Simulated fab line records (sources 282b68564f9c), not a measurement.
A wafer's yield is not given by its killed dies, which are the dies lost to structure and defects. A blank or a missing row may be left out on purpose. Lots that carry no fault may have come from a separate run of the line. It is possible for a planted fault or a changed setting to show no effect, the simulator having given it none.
What tool caused it? | flow rit cmos | 14 lots, 42 wafers sampled, at 2 steps of a route of 202

WHAT THE GAUGES READ, wafer by wafer
The record holds no reading of a measuring or inspecting step that can be judged against a usual standard deviation.

WHAT TOOL EACH LOT RAN ON (gives the tool, then ch and the chambers of the sampled wafers, and finally the start)
lot  | RIT_PLDD_SOFTBAKE_02             | RIT_M1_PROBE_99
L157 | litho track-02 ch 0, day 2 20:43 | prober-01, day 3 12:47
L158 | litho track-02 ch 0, day 2 23:09 | prober-02, day 3 14:20
L159 | litho track-03 ch 0, day 3 03:53 | prober-01, day 3 19:28
L162 | litho track-03 ch 0, day 3 20:14 | prober-02, day 4 10:49
L163 | litho track-02 ch 0, day 4 02:25 | prober-01, day 4 16:56
L164 | litho track-02 ch 0, day 4 07:40 | prober-02, day 4 23:40
L165 | litho track-03 ch 0, day 4 15:08 | prober-01, day 5 06:16
L167 | litho track-03 ch 0, day 4 21:43 | prober-02, day 5 14:25
L168 | litho track-02 ch 0, day 5 02:53 | prober-01, day 5 19:25
L170 | litho track-02 ch 0, day 5 12:44 | prober-01, day 6 03:40
L174 | litho track-03 ch 0, day 6 08:08 | prober-01, day 6 23:40
L176 | litho track-03 ch 0, day 6 18:34 | prober-01, day 7 09:40
L179 | litho track-04 ch 0, day 7 11:26 | prober-02, day 8 02:29
L180 | litho track-04 ch 0, day 7 19:32 | prober-01, day 8 10:43
- RIT_PLDD_SOFTBAKE_02: time 60 s.
- RIT_M1_PROBE_99

WHAT THE TOOLS THEMSELVES READ (means of the sampled wafers that have a number; where no wafer has one, the mark that the record gives instead)
RIT_PLDD_SOFTBAKE_02.
lot  | tool           | heater power total W (W) | plate temp C (C) | run length s (s)
L157 | litho track-02 | 34.55                    | 90.12            | 89.20
L158 | litho track-02 | 34.59                    | 89.90            | 89.02
L159 | litho track-03 | 34.51                    | 90.13            | 89.42
L162 | litho track-03 | 34.58                    | 90.23            | 89.36
L163 | litho track-02 | 34.55                    | 90.02            | 89.12
L164 | litho track-02 | 34.55                    | 90.19            | 89.06
L165 | litho track-03 | 34.56                    | 89.98            | 89.41
L167 | litho track-03 | 34.56                    | 89.92            | 89.30
L168 | litho track-02 | 35.39                    | -                | 84.44
L170 | litho track-02 | 35.38                    | -                | 84.45
L174 | litho track-03 | 34.57                    | 89.90            | 89.31
L176 | litho track-03 | 34.53                    | 89.99            | 89.19
L179 | litho track-04 | 34.52                    | 90.01            | 89.16
L180 | litho track-04 | 34.58                    | 89.95            | 89.12

RIT_M1_PROBE_99.
lot  | tool      | killed at contacts | killed at front end | killed dies | killed on rim | killed open | killed short
L157 | prober-01 | 0.0                | 5                   | 5           | 1.0           | 2.3         | 3.0
L158 | prober-02 | 0.0                | 9                   | 9           | 2.0           | 3.7         | 5.0
L159 | prober-01 | 0.0                | 9                   | 9           | 3.0           | 4.7         | 4.0
L162 | prober-02 | 0.0                | 9                   | 9           | 2.7           | 3.3         | 6.0
L163 | prober-01 | 0.0                | 9                   | 9           | 3.0           | 4.7         | 4.7
L164 | prober-02 | 0.0                | 3                   | 3           | 1.3           | 1.7         | 1.7
L165 | prober-01 | 0.0                | 7                   | 7           | 1.7           | 3.0         | 4.0
L167 | prober-02 | 0.0                | 7                   | 7           | 2.3           | 1.3         | 5.3
L168 | prober-01 | 0.0                | 4                   | 4           | 2.0           | 3.0         | 1.3
L170 | prober-01 | 0.3                | 7                   | 8           | 2.0           | 3.0         | 4.7
L174 | prober-01 | 0.0                | 4                   | 4           | 1.0           | 1.3         | 2.7
L176 | prober-01 | 0.0                | 9                   | 9           | 3.7           | 4.0         | 4.7
L179 | prober-02 | 0.0                | 4                   | 4           | 0.3           | 1.7         | 2.0
L180 | prober-01 | 0.0                | 4                   | 4           | 0.3           | 2.7         | 1.7

THE ANSWER, worked out from the rows above alone
Rule: usual is defined by the lots themselves. The widest of any qualifying gaps counts: lots, ordered by their means at a reading, are off when they make up no more than a third of the lots, leave a main group of 4 or more, and stand apart from it by 3 or more times the standard deviation of that group's means. A main group is skipped when, at the precision printed for the reading in the tables above, its means are all equal. Also off: a lot with no number at a reading for which 4 or more lots have one. The other lots that the step has rows for count as sound. After the gauges, taken in route order, come the tools' own readings; for these a lot's mean is taken, as printed above. The first step at which some lot is off is used, and at that step the reading that is off furthest; a lot without a number counts as furthest.
Off at RIT_PLDD_SOFTBAKE_02 (plate temp C): L168, L170. Without a number there: L168, L170. For the main group the mean is 90.03 C and the standard deviation 0.11.
A tool fits if, at that step or a process step before it, it ran every lot that is off, and no sound lot after the first of them. One fits: litho track-02 at RIT_PLDD_SOFTBAKE_02. Its last sound lot is L164 (day 4 07:40), its first lot that is off L168 (day 5 02:53): a fault that began between those two fits.
The tool's own readings at RIT_PLDD_SOFTBAKE_02 bear it out: on the lots that are off they differ by more than 5 times the standard deviation of the sound lots' means. heater power total W reads 35.39 W there against 34.55 W on the sound lots; run length s reads 84.44 s there against 89.22 s on the sound lots.
Blank at RIT_PLDD_SOFTBAKE_02 on the lots that are off, where sound lots have numbers: plate temp C.

WHAT WAS PUT IN BY THE SIMULATOR
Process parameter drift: litho track-02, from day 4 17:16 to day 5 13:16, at RIT_PLDD_SOFTBAKE_02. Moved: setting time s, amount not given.
Lots struck among those shown: L168, L170. The rule given above showed the same thing.
